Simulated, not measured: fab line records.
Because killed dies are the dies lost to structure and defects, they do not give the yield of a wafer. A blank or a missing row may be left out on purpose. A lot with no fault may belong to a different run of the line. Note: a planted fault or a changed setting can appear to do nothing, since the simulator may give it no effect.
Split-lot trial + flow berkeleyCmos170 + 5 lots, 23 wafers read, on a route of 331 steps

== ON THE SPLIT ==
At UCB170_V2_CMP_02 (polishes SiO2), the setting leaveAboveRefNm was moved away from the recipe's 1000 nm on 9 of the 23 wafers read, by -5.9% to +4.8%. The other wafers ran this setting at the recipe's value.

There is no step in the file separating the split from the reading.

== THE READING ==
Values of V2_POLISHED_THK in nm from UCB170_V2_THK_MEAS_04. A value of 1000.2 nm with a standard deviation of 0.94 nm is what fault-free wafers of this fab line usually give.

| wafer  | tool, chamber at the split | leaveAboveRefNm as run, nm | against the recipe | V2_POLISHED_THK, nm | against lot-mates on the recipe |
|--------|----------------------------|----------------------------|--------------------|---------------------|---------------------------------|
| L074.1 | cmp-02, 2,3                | 1048                       | +4.8%              | 1048.0              | +48.3                           |
| L074.2 | cmp-02, 0                  | 1000                       | recipe             | 1000.1              | -                               |
| L074.3 | cmp-02, 2,3                | 1048                       | +4.8%              | 1049.6              | +49.9                           |
| L074.4 | cmp-02, 1                  | 1000                       | recipe             | 999.3               | -                               |
| L074.5 | cmp-02, 3                  | 1048                       | +4.8%              | 1048.4              | +48.7                           |
| L079.1 | cmp-01, 1                  | 1000                       | recipe             | 1001.9              | -                               |
| L079.5 | cmp-01, 1                  | 1000                       | recipe             | 1001.9              | -                               |
| L079.6 | cmp-01, 0                  | 1000                       | recipe             | 1001.5              | -                               |
| L078.1 | cmp-02, 3                  | 1000                       | recipe             | 999.4               | -                               |
| L078.2 | cmp-02, 2                  | 1000                       | recipe             | 998.7               | -                               |
| L078.3 | cmp-02, 1                  | 1000                       | recipe             | 1000.8              | -                               |
| L078.5 | cmp-02, 2,3                | 1000                       | recipe             | 1000.3              | -                               |
| L078.6 | cmp-02, 2,3                | 1000                       | recipe             | 1000.3              | -                               |
| L084.1 | cmp-02, 1                  | 1000                       | recipe             | 1000.4              | -                               |
| L084.2 | cmp-02, 3                  | 1032                       | +3.2%              | 1030.1              | +29.8                           |
| L084.3 | cmp-02, 2,1                | 1032                       | +3.2%              | 1032.9              | +32.6                           |
| L084.4 | cmp-02, 0                  | 1000                       | recipe             | 1000.3              | -                               |
| L084.6 | cmp-02, 2,1                | 1032                       | +3.2%              | 1031.9              | +31.6                           |
| L085.1 | cmp-02, 1                  | 941.3                      | -5.9%              | 942.0               | -58.2                           |
| L085.2 | cmp-02, 0                  | 1000                       | recipe             | 1001.2              | -                               |
| L085.3 | cmp-02, 2                  | 1000                       | recipe             | 999.1               | -                               |
| L085.5 | cmp-02, 2                  | 941.3                      | -5.9%              | 941.2               | -59.0                           |
| L085.6 | cmp-02, 1                  | 941.3                      | -5.9%              | 941.7               | -58.5                           |
When a row names more than one chamber, that row covers several wafers, and the file does not tell which wafer ran in which chamber.

THE FIT
A straight line over all 23 wafers: V2_POLISHED_THK changes by +9.99 nm for each +1% of leaveAboveRefNm; r = +1.00; the points scatter about the line by 1 nm.
The same after taking each lot's own level away (the mean of its wafers on the recipe; 23 wafers): +10 nm for each +1%; r = +1.00; scatter 0.86 nm.
On that fit, the largest move of leaveAboveRefNm shifts the reading by 59 nm.
Measured against the standard deviation above, the lots' own levels, which go from 999.70 to 1001.77 nm, span 2.2 times it.
Consequently the slope shifts little with the lot-to-lot level, the two slopes agreeing.
Check: -58.9 nm against its lot-mates is what the line predicts for one of the wafers moved furthest among these (-5.9%) when that wafer is left out of the fit. Against them it came out at -58.2 nm.

== FURTHER SPLITS ON THESE WAFERS ==
These wafers also went through other splits before the reading. Each is held against what the fit with the lots' levels taken away leaves over:
| other split on the same wafers | wafers away from the commonest value | r with V2_POLISHED_THK (lot level and that fit taken away) |
|--------------------------------|--------------------------------------|------------------------------------------------------------|
| UCB170_V1_EXPOSE_09 doseMj     | 7                                    | -0.16                                                      |
| UCB170_V2_CVD_00 timeS         | 11                                   | +0.13                                                      |

== THE WHOLE CHAIN: every reading that the file lists as answering this split, in the file's order ==
| step                  | what it does                                                              | reading                                                                  | change (the file's fit)              | r (the file's) |
|-----------------------|---------------------------------------------------------------------------|--------------------------------------------------------------------------|--------------------------------------|----------------|
| UCB170_V2_CMP_02      | polishes SiO2                                                             | SiO2_of_V2_CVD_00.thkNm (the simulator's own value, which no gauge read) | +9.98 nm for each +1% of the setting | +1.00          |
| UCB170_V2_THK_MEAS_04 |                                                                           | V2_POLISHED_THK                                                          | +10 for each +1% of the setting      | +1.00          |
| UCB170_V2_ETCH_14     | etches SiO2 in CHF3/CF4/Ar, stops on Al, target depth 1250 nm, time 291 s | etch.depthNm (the simulator's own value, which no gauge read)            | +10 nm for each +1% of the setting   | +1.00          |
| UCB170_V2_ETCH_14     | etches SiO2 in CHF3/CF4/Ar, stops on Al, target depth 1250 nm, time 291 s | V2.featureDepthNm (the simulator's own value, which no gauge read)       | +9.98 nm for each +1% of the setting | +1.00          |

== FILE'S OWN FIT ==
V2_POLISHED_THK changes by +10 nm for each +1% of leaveAboveRefNm, r = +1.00.
